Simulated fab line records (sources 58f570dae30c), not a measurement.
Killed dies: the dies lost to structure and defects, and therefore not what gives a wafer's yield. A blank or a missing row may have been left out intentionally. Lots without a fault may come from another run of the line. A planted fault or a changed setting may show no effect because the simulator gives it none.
The tool behind it: which one?	flow berkeley cmos170	7 lots with 21 wafers sampled at 2 steps, on a route of 331 steps

## WHAT EACH GAUGE READ, for each wafer
UCB170_FIELD_THK_MEAS_90.
lot	measured	on	FIELD_OXIDE_LEFT_1_THK (nm)
L166	day 5 23:20	film metro-03	431 442 422
L168	day 6 04:11	film metro-03	441 446 439
L171	day 6 15:10	film metro-03	481 480 476 482 480 477
L175	day 6 15:14	film metro-02	444 435 440
L178	day 7 22:16	film metro-03	445 453 447
L183	day 8 20:24	film metro-01	432 431 433
L186	day 9 08:39	film metro-01	460 460 454

## TOOL THAT RAN EACH LOT (tool first, then ch and the chambers of the sampled wafers, then the start)
lot	UCB170_FIELD_WET_ETCH_04
L166	wet bench-01 ch 1, day 5 19:26
L168	wet bench-04 ch 2, day 6 00:16
L171	wet bench-04 ch 2, day 6 11:37
L175	wet bench-04 ch 0, day 6 11:37
L178	wet bench-03 ch 3, day 7 18:32
L183	wet bench-04 ch 0, day 8 16:50
L186	wet bench-04 ch 0, day 9 05:05
- UCB170_FIELD_WET_ETCH_04: etches SiO2 in dHF, time 60 s.

## THE ANSWER, worked out from the rows above alone
Rule: what is usual is taken from the lots themselves. Put in order of their means at a reading, lots are off if they are a third of the lots or fewer, leave a main group of 4 or more, and stand apart from it by a gap of 3 or more times the standard deviation of the main group's means; of several such gaps the widest counts. Not used: any main group whose means are identical at the precision the tables above print for the reading. Also off: a lot with no number at a reading for which 4 or more lots have one. Where the step has rows for the other lots, those lots are counted as sound.
Across all readings shown, no lot is off: no conclusion can be drawn from this.

## WHAT THE SIMULATOR PUT IN
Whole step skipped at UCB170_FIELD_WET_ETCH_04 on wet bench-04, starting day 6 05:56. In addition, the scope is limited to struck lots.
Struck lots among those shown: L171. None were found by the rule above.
